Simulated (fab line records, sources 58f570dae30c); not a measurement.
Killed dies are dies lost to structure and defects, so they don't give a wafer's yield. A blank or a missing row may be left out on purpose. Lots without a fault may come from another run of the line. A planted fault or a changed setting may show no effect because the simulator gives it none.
Which tool did it? | flow berkeley_cmos170 | 7 lots, 21 wafers sampled, at 2 steps of a route of 331

WHAT THE GAUGES READ, wafer by wafer
UCB170_PVT_TW_MEAS_09.
lot  | measured     | on            | PVT_TW
L552 | day 6 19:38  | film_metro-03 | 502 501 503
L556 | day 7 13:21  | film_metro-04 | 631 630 631
L565 | day 9 17:20  | film_metro-04 | 505 508 506
L567 | day 10 04:33 | film_metro-04 | 509 510 511
L569 | day 10 13:06 | film_metro-02 | 505 505 505
L571 | day 11 02:36 | film_metro-04 | 503 506 506
L574 | day 11 20:37 | film_metro-04 | 504 505 505

WHICH TOOL RAN EACH LOT (tool, then ch and the chambers of the sampled wafers, then the start)
lot  | UCB170_PVT_IMPLANT_07
L552 | implanter-04 ch 0, day 6 19:25
L556 | implanter-03 ch 0, day 7 12:48
L565 | implanter-03 ch 0, day 9 17:06
L567 | implanter-02 ch 0, day 10 04:19
L569 | implanter-04 ch 0, day 10 12:51
L571 | implanter-02 ch 0, day 11 02:21
L574 | implanter-03 ch 0, day 11 20:22
- UCB170_PVT_IMPLANT_07

THE ANSWER, worked out from the rows above alone
Rule: what is usual is taken from the lots themselves. Put in order of their means at a reading, lots are off if they are a third of the lots or fewer, leave a main group of 4 or more, and stand apart from it by a gap of 3 or more times the standard deviation of the main group's means; of several such gaps the widest counts. A main group whose means are all the same, to the digits that the tables above print for the reading, isn't used. A lot without any number at a reading at which 4 lots or more have one is off too. The other lots that the step has rows for count as sound.
Off: L556, at UCB170_PVT_TW_MEAS_09 (PVT_TW). The main group: mean 506, standard deviation 2.4.
A tool fits if, at a process step before that reading, it ran every lot that is off, and no sound lot after the first of them. The gauges at UCB170_PVT_TW_MEAS_09 are tried like those tools. None of those tried fits.

WHAT THE SIMULATOR HAD PUT IN
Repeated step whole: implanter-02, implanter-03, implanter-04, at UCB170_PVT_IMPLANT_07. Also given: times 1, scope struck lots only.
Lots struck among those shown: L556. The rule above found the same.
